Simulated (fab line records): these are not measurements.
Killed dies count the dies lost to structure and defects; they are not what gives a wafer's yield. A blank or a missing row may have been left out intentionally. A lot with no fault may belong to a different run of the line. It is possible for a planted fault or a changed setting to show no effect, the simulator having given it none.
fab line records	flow rit-cmos
record: lots: 5	wafers: 15	last-day: 7
route steps=202 shown FOX2@26 NWELL@28 PWELL@39 WELLDRIVE@50 NRETRO@53
lots with no fault: from the same line, run without faults
start-h: hours from the record's opening day to when the first of the lot's shown wafers began	wait-h: how many hours have passed since the lot's step before this one	" identical to the entry in the row above	L1.1+2: one row covering several wafers at once	- either no value or no given start	* or withheld: withheld	< > ~ a bound
route shown NAME@n: a module of which the file shows steps, and the number in the route of the first	usual: the fault-free wafers' mean and standard deviation	same: alike in all rows	chamber/n: place in a boat	sites: each site's reading	_std_site: their standard deviation	_edge_site: outer sites' mean less inner sites'	radius-mm: for every site, how far away it sits from the centre of the wafer	mask NAME#n: copy n	behind: the last tool/chamber to shape the wafer	hold: what put the lot on hold/how long, in hours/how the hold closed	device: transistor that didn't switch, given as n, p or np	end of line: the route-end tests of the same wafers	for a step that has no rows: nothing shown but its recipe	killed: the dies lost at the first sort to structure and to defects; this is not the yield of the wafer	map: shows each die of a wafer: x if killed, . if not, _ if none is there
set.NAME: the setting as run; set.NAME@STEP: as run at that earlier step	model.NAME: the simulator's own value behind a step, which no gauge read
lots at some steps of the route; a table a step, a row a wafer
services: the hour from which a tool's chamber was out of use, counted from the record's first day as start-h (under 0 if before that day), plus the number of hours and why
== steps ==
step: RIT_FOX2_WET_ETCH_03
recipe: chemistry: H3PO4	target: Si3N4	target-depth-nm: 195	temp-c: 165	time-s: 2700
lot.wafer	tool	chamber	start-h	wait-h
L076.2+4+5	wet-bench-01	2	32.24	0.0
L078.2+3+4	wet-bench-02	3	39.71	0.0
L080.1+3+5	wet-bench-03	0	48.68	0.0
L084.2+4+5	wet-bench-01	1	72.71	0.0
L093.4+5+6	wet-bench-01	2	114.40	0.0
step: RIT_FOX2_THK_MEAS_90
recipe: reads: SiO2_of_FOX2_OXIDATION_00
usual: FIELD_OXIDE_LEFT_1_THK: 319/5.8
lot.wafer	tool	chamber	start-h	wait-h	FIELD_OXIDE_LEFT_1_THK[nm]
L076.2	film-metro-04	-	33.00	0.0	311
L076.4	"	-	"	"	310
L076.5	"	-	"	"	310
L078.2	film-metro-03	-	40.48	0.0	314
L078.3	"	-	"	"	313
L078.4	"	-	"	"	313
L080.1	film-metro-04	-	49.44	0.0	323
L080.3	"	-	"	"	319
L080.5	"	-	"	"	326
L084.2	film-metro-03	-	73.54	0.0	317
L084.4	"	-	"	"	320
L084.5	"	-	"	"	316
L093.4	film-metro-02	-	115.26	0.0	317
L093.5	"	-	"	"	319
L093.6	"	-	"	"	324
step: RIT_NWELL_HMDS_00
recipe: prime-time-s: 60	prime-temp-c: 140
lot.wafer	tool	chamber	start-h	wait-h
L076.2+4+5	litho-track-02	0	33.08	0.1
L078.2+3+4	litho-track-02	0	40.56	0.1
L080.1+3+5	litho-track-02	0	49.50	0.1
L084.2+4+5	litho-track-01	0	73.63	0.1
L093.4+5+6	litho-track-03	0	115.36	0.1
step: RIT_NWELL_COAT_01
recipe: resist: NOVOLAK	spin-rpm: 2000	resist-thk-nm: 1300
lot.wafer	tool	chamber	start-h	wait-h
L076.2+4+5	litho-track-02	0	33.23	0.1
L078.2+3+4	litho-track-02	0	40.71	0.1
L080.1+3+5	litho-track-02	0	49.65	0.1
L084.2+4+5	litho-track-01	0	73.78	0.1
L093.4+5+6	litho-track-03	0	115.51	0.1
step: RIT_NWELL_SOFTBAKE_02
recipe: resist: NOVOLAK	temp-c: 90	time-s: 60
lot.wafer	tool	chamber	start-h	wait-h
L076.2+4+5	litho-track-02	0	33.38	0.1
L078.2+3+4	litho-track-02	0	40.86	0.1
L080.1+3+5	litho-track-02	0	49.80	0.1
L084.2+4+5	litho-track-01	0	73.93	0.1
L093.4+5+6	litho-track-03	0	115.66	0.1
step: RIT_NWELL_EXPOSE_03
recipe: mask-id: M2	na: 0.57	target-cd-nm: 43900	dose-mj: 250
lot.wafer	tool	chamber	start-h	wait-h	mask
L076.2+4+5	iline-stepper-01	0	33.65	0.2	M2#0
L078.2+3+4	iline-stepper-01	0	41.13	0.2	M2#0
L080.1+3+5	iline-stepper-02	0	49.95	0.1	M2#0
L084.2+4+5	iline-stepper-02	0	74.07	0.1	M2#0
L093.4+5+6	iline-stepper-01	0	115.80	0.1	M2#0
step: RIT_NWELL_PEB_04
recipe: resist: NOVOLAK	temp-c: withheld	time-s: withheld
lot.wafer	tool	chamber	start-h	wait-h
L076.2+4+5	litho-track-01	0	33.77	0.1
L078.2+3+4	litho-track-02	0	41.25	0.1
L080.1+3+5	litho-track-01	0	50.06	0.1
L084.2+4+5	litho-track-01	0	74.20	0.1
L093.4+5+6	litho-track-03	0	115.93	0.1
step: RIT_NWELL_DEVELOP_05
recipe: resist: NOVOLAK	develop-time-s: 68	dev-temp-c: 23
lot.wafer	tool	chamber	start-h	wait-h
L076.2+4+5	litho-track-01	0	-	-
L078.2+3+4	litho-track-02	0	-	-
L080.1+3+5	litho-track-01	0	-	-
L084.2+4+5	litho-track-01	0	-	-
L093.4+5+6	litho-track-03	0	-	-
step: RIT_NWELL_OVL_MEAS_06
usual: NWELL_OVL: -0.4/1.4
lot.wafer	tool	chamber	start-h	wait-h	NWELL_OVL[nm]
L076.2	overlay-01	-	34.07	-	3.3
L076.4	"	-	"	"	-0.3
L076.5	"	-	"	"	2.6
L078.2	overlay-01	-	41.54	-	-0.5
L078.3	"	-	"	"	1.8
L078.4	"	-	"	"	0.3
L080.1	overlay-02	-	50.38	-	-1.5
L080.3	"	-	"	"	0.0
L080.5	"	-	"	"	0.1
L084.2	overlay-01	-	74.49	-	-1.3
L084.4	"	-	"	"	-0.8
L084.5	"	-	"	"	-2.2
L093.4	overlay-02	-	116.19	-	-0.6
L093.5	"	-	"	"	0.3
L093.6	"	-	"	"	0.4
step: RIT_NWELL_HARDBAKE_07
recipe: resist: NOVOLAK	temp-c: 140	time-s: 120
lot.wafer	tool	chamber	start-h	wait-h
L076.2+4+5	litho-track-02	0	34.14	0.1
L078.2+3+4	litho-track-03	0	41.61	0.1
L080.1+3+5	litho-track-02	0	50.41	0.0
L084.2+4+5	litho-track-03	0	74.56	0.1
L093.4+5+6	litho-track-03	0	116.33	0.1
step: RIT_NWELL_IMPLANT_08
recipe: species: P	energy-kev: 170	dose-cm2: 5e+13	tilt-deg: 7
usual: beam-on-s: 9.99/0.19
lot.wafer	tool	chamber	start-h	wait-h	beam-on-s
L076.2	implanter-02	0	34.37	0.2	9.90
L076.4	"	0	"	"	9.97
L076.5	"	0	"	"	9.50
L078.2	implanter-03	0	41.85	0.2	9.89
L078.3	"	0	"	"	9.99
L078.4	"	0	"	"	10.20
L080.1	implanter-02	0	50.66	0.2	10.02
L080.3	"	0	"	"	10.03
L080.5	"	0	"	"	10.00
L084.2	implanter-02	0	74.80	0.2	10.30
L084.4	"	0	"	"	10.23
L084.5	"	0	"	"	9.85
L093.4	implanter-02	0	116.67	0.3	9.62
L093.5	"	0	"	"	9.88
L093.6	"	0	"	"	10.16
step: RIT_NWELL_STRIP_09
recipe: chemistry: O2	time-s: 180	resist: NOVOLAK	platen-temp-c: withheld	power-w: 500	pressure-mtorr: 4000	o2-flow-sccm: 4000
usual: drypump-motor-current-A: 5.85/0.3
lot.wafer	tool	chamber	start-h	wait-h	drypump-motor-current-A	rf-hours-counter-h
L076.2	plasma-asher-02	0	34.50	0.1	6.15	39
L076.4	"	0	"	"	6.17	-
L076.5	"	0	"	"	6.16	-
L078.2	plasma-asher-03	1	41.97	0.1	5.33	26
L078.3	"	0	"	"	6.04	-
L078.4	"	1	"	"	5.34	-
L080.1	plasma-asher-03	0	50.81	0.1	6.00	27
L080.3	"	0	"	"	5.97	-
L080.5	"	0	"	"	5.98	-
L084.2	plasma-asher-02	0	74.92	0.1	6.14	43
L084.4	"	0	"	"	6.15	-
L084.5	"	0	"	"	6.18	-
L093.4	plasma-asher-02	0	116.83	0.1	6.17	-
L093.5	"	1	"	"	5.92	-
L093.6	"	0	"	"	6.16	-
step: RIT_NWELL_TW_MEAS_10
usual: NWELL_TW: 2150/15
lot.wafer	tool	chamber	start-h	wait-h	NWELL_TW
L076.2	film-metro-02	-	34.68	0.1	2130
L076.4	"	-	"	"	2132
L076.5	"	-	"	"	2132
L078.2	film-metro-04	-	42.16	0.1	2146
L078.3	"	-	"	"	2140
L078.4	"	-	"	"	2152
L080.1	film-metro-04	-	50.99	0.1	2136
L080.3	"	-	"	"	2135
L080.5	"	-	"	"	2126
L084.2	film-metro-04	-	75.11	0.1	2146
L084.4	"	-	"	"	2141
L084.5	"	-	"	"	2145
L093.4	film-metro-04	-	116.97	0.1	2146
L093.5	"	-	"	"	2156
L093.6	"	-	"	"	2144
step: RIT_PWELL_HMDS_00
recipe: prime-time-s: 60	prime-temp-c: 140
lot.wafer	tool	chamber	start-h	wait-h
L076.2+4+5	litho-track-01	0	34.76	0.1
L078.2+3+4	litho-track-01	0	42.23	0.1
L080.1+3+5	litho-track-01	0	51.07	0.1
L084.2+4+5	litho-track-02	0	75.18	0.1
L093.4+5+6	litho-track-01	0	117.08	0.1
step: RIT_PWELL_COAT_01
recipe: resist: NOVOLAK	spin-rpm: 2000	resist-thk-nm: 1300
lot.wafer	tool	chamber	start-h	wait-h
L076.2+4+5	litho-track-01	0	34.91	0.1
L078.2+3+4	litho-track-01	0	42.38	0.1
L080.1+3+5	litho-track-01	0	51.22	0.1
L084.2+4+5	litho-track-02	0	75.33	0.1
L093.4+5+6	litho-track-01	0	117.23	0.1
step: RIT_PWELL_SOFTBAKE_02
recipe: resist: NOVOLAK	temp-c: 90	time-s: 60
lot.wafer	tool	chamber	start-h	wait-h
L076.2+4+5	litho-track-01	0	35.06	0.1
L078.2+3+4	litho-track-01	0	42.53	0.1
L080.1+3+5	litho-track-01	0	51.37	0.1
L084.2+4+5	litho-track-02	0	75.48	0.1
L093.4+5+6	litho-track-01	0	117.38	0.1
step: RIT_PWELL_EXPOSE_03
recipe: mask-id: M3	na: 0.57	target-cd-nm: 43700	dose-mj: 250
lot.wafer	tool	chamber	start-h	wait-h	mask
L076.2+4+5	iline-stepper-01	0	35.20	0.1	M3#0
L078.2+3+4	iline-stepper-02	0	42.80	0.2	M3#0
L080.1+3+5	iline-stepper-01	0	51.64	0.2	M3#0
L084.2+4+5	iline-stepper-02	0	75.63	0.1	M3#0
L093.4+5+6	iline-stepper-01	0	117.51	0.1	M3#0
step: RIT_PWELL_PEB_04
recipe: resist: NOVOLAK	temp-c: withheld	time-s: withheld
lot.wafer	tool	chamber	start-h	wait-h
L076.2+4+5	litho-track-01	0	35.32	0.1
L078.2+3+4	litho-track-04	0	42.92	0.1
L080.1+3+5	litho-track-02	0	51.79	0.1
L084.2+4+5	litho-track-02	0	75.75	0.1
L093.4+5+6	litho-track-01	0	117.64	0.1
step: RIT_PWELL_DEVELOP_05
recipe: resist: NOVOLAK	develop-time-s: 68	dev-temp-c: 23
lot.wafer	tool	chamber	start-h	wait-h
L076.2+4+5	litho-track-01	0	-	-
L078.2+3+4	litho-track-04	0	-	-
L080.1+3+5	litho-track-02	0	-	-
L084.2+4+5	litho-track-02	0	-	-
L093.4+5+6	litho-track-01	0	-	-
step: RIT_PWELL_OVL_MEAS_06
usual: PWELL_OVL: -0.1/1.3
lot.wafer	tool	chamber	start-h	wait-h	PWELL_OVL[nm]
L076.2	overlay-01	-	35.62	-	0.4
L076.4	"	-	"	"	-0.8
L076.5	"	-	"	"	-2.1
L078.2	overlay-02	-	43.22	-	-1.6
L078.3	"	-	"	"	-0.3
L078.4	"	-	"	"	0.3
L080.1	overlay-01	-	52.10	-	-0.8
L080.3	"	-	"	"	-0.6
L080.5	"	-	"	"	0.3
L084.2	overlay-01	-	76.04	-	-2.1
L084.4	"	-	"	"	-1.5
L084.5	"	-	"	"	-0.6
L093.4	overlay-02	-	117.90	-	-2.1
L093.5	"	-	"	"	0.3
L093.6	"	-	"	"	-1.2
step: RIT_PWELL_HARDBAKE_07
recipe: resist: NOVOLAK	temp-c: 140	time-s: 120
lot.wafer	tool	chamber	start-h	wait-h
L076.2+4+5	litho-track-04	0	35.69	0.1
L078.2+3+4	litho-track-02	0	43.29	0.1
L080.1+3+5	litho-track-01	0	52.14	0.0
L084.2+4+5	litho-track-02	0	76.11	0.1
L093.4+5+6	litho-track-01	0	118.04	0.1
step: RIT_PWELL_IMPLANT_08
recipe: species: B	energy-kev: 170	dose-cm2: 7e+13	tilt-deg: 7
usual: beam-on-s: 9.97/0.21
lot.wafer	tool	chamber	start-h	wait-h	beam-on-s
L076.2	implanter-01	0	35.92	0.2	9.96
L076.4	"	0	"	"	10.21
L076.5	"	0	"	"	10.13
L078.2	implanter-04	0	43.52	0.2	10.27
L078.3	"	0	"	"	9.88
L078.4	"	0	"	"	9.91
L080.1	implanter-03	0	52.39	0.2	9.90
L080.3	"	0	"	"	10.22
L080.5	"	0	"	"	10.64
L084.2	implanter-01	0	76.35	0.2	10.29
L084.4	"	0	"	"	10.29
L084.5	"	0	"	"	10.04
L093.4	implanter-04	0	118.24	0.2	9.93
L093.5	"	0	"	"	9.97
L093.6	"	0	"	"	10.22
step: RIT_PWELL_STRIP_09
recipe: chemistry: O2	time-s: 180	resist: NOVOLAK	platen-temp-c: withheld	power-w: 500	pressure-mtorr: 4000	o2-flow-sccm: 4000
usual: drypump-motor-current-A: 5.81/0.3
lot.wafer	tool	chamber	start-h	wait-h	drypump-motor-current-A	rf-hours-counter-h
L076.2	plasma-asher-04	1	36.05	0.1	5.63	38
L076.4	"	1	"	"	5.63	-
L076.5	"	0	"	"	5.44	-
L078.2	plasma-asher-03	0	43.65	0.1	5.98	26
L078.3	"	0	"	"	5.99	-
L078.4	"	1	"	"	5.32	-
L080.1	plasma-asher-02	1	52.54	0.1	5.90	41
L080.3	"	1	"	"	5.91	-
L080.5	"	0	"	"	6.14	-
L084.2	plasma-asher-03	0	76.47	0.1	6.00	29
L084.4	"	0	"	"	5.98	-
L084.5	"	1	"	"	5.31	-
L093.4	plasma-asher-04	0	118.38	0.1	5.43	-
L093.5	"	0	"	"	5.42	-
L093.6	"	1	"	"	5.63	-
step: RIT_PWELL_TW_MEAS_10
usual: PWELL_TW: 954/7.6
lot.wafer	tool	chamber	start-h	wait-h	PWELL_TW
L076.2	film-metro-01	-	36.23	0.1	955
L076.4	"	-	"	"	955
L076.5	"	-	"	"	953
L078.2	film-metro-04	-	43.83	0.1	961
L078.3	"	-	"	"	956
L078.4	"	-	"	"	959
L080.1	film-metro-02	-	52.71	0.1	940
L080.3	"	-	"	"	939
L080.5	"	-	"	"	942
L084.2	film-metro-01	-	76.66	0.1	958
L084.4	"	-	"	"	961
L084.5	"	-	"	"	964
L093.4	film-metro-04	-	118.52	0.1	958
L093.5	"	-	"	"	957
L093.6	"	-	"	"	959
step: RIT_WELLDRIVE_ANNEAL_00
recipe: temp-c: 1100	time-s: 14700	ambient: N2
lot.wafer	tool	chamber	start-h	wait-h
L076.2+4+5	furnace-01	0	37.30	1.1
L078.2+3+4	furnace-03	0	44.67	0.8
L080.1+3+5	furnace-01	0	52.77	0.1
L084.2+4+5	furnace-03	0	77.07	0.4
L093.4+5+6	furnace-04	0	119.36	0.8
step: RIT_WELLDRIVE_RS_MEAS_01
recipe: thk-meas-gauge: four-point-probe
usual: NWELL_RS: 275.7/0.91
lot.wafer	tool	chamber	start-h	wait-h	NWELL_RS[ohm/sq]
L076.2	film-metro-04	-	42.41	0.0	276.8
L076.4	"	-	"	"	275.9
L076.5	"	-	"	"	276.7
L078.2	film-metro-01	-	49.78	0.0	277.3
L078.3	"	-	"	"	277.4
L078.4	"	-	"	"	276.7
L080.1	film-metro-02	-	57.86	0.0	274.7
L080.3	"	-	"	"	274.4
L080.5	"	-	"	"	275.0
L084.2	film-metro-02	-	82.17	0.0	276.3
L084.4	"	-	"	"	275.7
L084.5	"	-	"	"	275.6
L093.4	film-metro-04	-	124.50	0.1	277.2
L093.5	"	-	"	"	276.9
L093.6	"	-	"	"	276.5
step: RIT_WELLDRIVE_RS_MEAS_02
recipe: thk-meas-gauge: four-point-probe
usual: PWELL_RS: 429.8/1.1
lot.wafer	tool	chamber	start-h	wait-h	PWELL_RS[ohm/sq]
L076.2	film-metro-04	-	42.53	0.1	429.4
L076.4	"	-	"	"	430.4
L076.5	"	-	"	"	430.3
L078.2	film-metro-01	-	49.90	0.1	428.4
L078.3	"	-	"	"	430.7
L078.4	"	-	"	"	430.2
L080.1	film-metro-02	-	57.98	0.1	430.7
L080.3	"	-	"	"	430.2
L080.5	"	-	"	"	430.7
L084.2	film-metro-02	-	82.29	0.1	428.4
L084.4	"	-	"	"	428.5
L084.5	"	-	"	"	428.6
L093.4	film-metro-04	-	124.62	0.1	429.3
L093.5	"	-	"	"	429.5
L093.6	"	-	"	"	428.7
step: RIT_NRETRO_HMDS_00
recipe: prime-time-s: 60	prime-temp-c: 140
lot.wafer	tool	chamber	start-h	wait-h
L076.2+4+5	litho-track-02	0	42.65	0.1
L078.2+3+4	litho-track-03	0	50.02	0.1
L080.1+3+5	litho-track-03	0	58.19	0.2
L084.2+4+5	litho-track-02	0	82.42	0.1
L093.4+5+6	litho-track-04	0	124.76	0.1
step: RIT_NRETRO_COAT_01
recipe: resist: NOVOLAK	spin-rpm: 2000	resist-thk-nm: 1300
lot.wafer	tool	chamber	start-h	wait-h
L076.2+4+5	litho-track-02	0	42.80	0.1
L078.2+3+4	litho-track-03	0	50.17	0.1
L080.1+3+5	litho-track-03	0	58.34	0.1
L084.2+4+5	litho-track-02	0	82.57	0.1
L093.4+5+6	litho-track-04	0	124.91	0.1
step: RIT_NRETRO_SOFTBAKE_02
recipe: resist: NOVOLAK	temp-c: 90	time-s: 60
lot.wafer	tool	chamber	start-h	wait-h
L076.2+4+5	litho-track-02	0	42.95	0.1
L078.2+3+4	litho-track-03	0	50.32	0.1
L080.1+3+5	litho-track-03	0	58.49	0.1
L084.2+4+5	litho-track-02	0	82.72	0.1
L093.4+5+6	litho-track-04	0	125.06	0.1
step: RIT_NRETRO_EXPOSE_03
recipe: mask-id: M4	na: 0.57	target-cd-nm: 43900	dose-mj: 250
lot.wafer	tool	chamber	start-h	wait-h	mask
L076.2+4+5	iline-stepper-02	0	43.22	0.2	M4#0
L078.2+3+4	iline-stepper-02	0	50.59	0.2	M4#0
L080.1+3+5	iline-stepper-02	0	58.64	0.1	M4#0
L084.2+4+5	iline-stepper-02	0	82.99	0.2	M4#0
L093.4+5+6	iline-stepper-01	0	125.32	0.2	M4#0
step: RIT_NRETRO_PEB_04
recipe: resist: NOVOLAK	temp-c: withheld	time-s: withheld
lot.wafer	tool	chamber	start-h	wait-h
L076.2+4+5	litho-track-03	0	43.34	0.1
L078.2+3+4	litho-track-04	0	50.71	0.1
L080.1+3+5	litho-track-03	0	58.76	0.1
L084.2+4+5	litho-track-04	0	83.22	0.2
L093.4+5+6	litho-track-02	0	125.45	0.1
step: RIT_NRETRO_DEVELOP_05
recipe: resist: NOVOLAK	develop-time-s: 68	dev-temp-c: 23
lot.wafer	tool	chamber	start-h	wait-h
L076.2+4+5	litho-track-03	0	-	-
L078.2+3+4	litho-track-04	0	-	-
L080.1+3+5	litho-track-03	0	-	-
L084.2+4+5	litho-track-04	0	-	-
L093.4+5+6	litho-track-02	0	-	-
step: RIT_NRETRO_OVL_MEAS_06
usual: NRETRO_OVL: -0.1/1.3
lot.wafer	tool	chamber	start-h	wait-h	NRETRO_OVL[nm]
L076.2	overlay-02	-	43.64	-	-2.9
L076.4	"	-	"	"	-2.2
L076.5	"	-	"	"	-0.9
L078.2	overlay-01	-	51.01	-	-0.3
L078.3	"	-	"	"	-0.2
L078.4	"	-	"	"	0.2
L080.1	overlay-02	-	59.07	-	0.1
L080.3	"	-	"	"	-0.1
L080.5	"	-	"	"	-1.7
L084.2	overlay-02	-	83.51	-	1.3
L084.4	"	-	"	"	1.8
L084.5	"	-	"	"	1.0
L093.4	overlay-02	-	125.71	-	-2.4
L093.5	"	-	"	"	-1.9
L093.6	"	-	"	"	-0.7
step: RIT_NRETRO_HARDBAKE_07
recipe: resist: NOVOLAK	temp-c: 140	time-s: 120
lot.wafer	tool	chamber	start-h	wait-h
L076.2+4+5	litho-track-02	0	43.71	0.1
L078.2+3+4	litho-track-04	0	51.08	0.1
L080.1+3+5	litho-track-03	0	59.11	0.0
L084.2+4+5	litho-track-03	0	83.92	0.4
L093.4+5+6	litho-track-02	0	125.85	0.1
== services ==
tool	chamber	start-h	hours	kind
furnace-01	-	12.30	3.6	pm
furnace-03	-	21.02	3.6	pm
furnace-01	-	27.24	2.7	pm
plasma-asher-04	-	49.04	2.8	pm
implanter-02	-	65.25	1.1	repair
iline-stepper-01	-	77.36	6.5	repair
plasma-asher-04	-	85.90	2.0	repair
plasma-asher-04	-	89.52	2.1	repair
iline-stepper-01	0	99.70	-	calibration
iline-stepper-01	-	107.67	1.7	pm
implanter-01	-	111.06	7.1	pm
implanter-03	-	114.12	2.9	pm
furnace-04	-	124.44	4.2	pm
== key ==
fault none
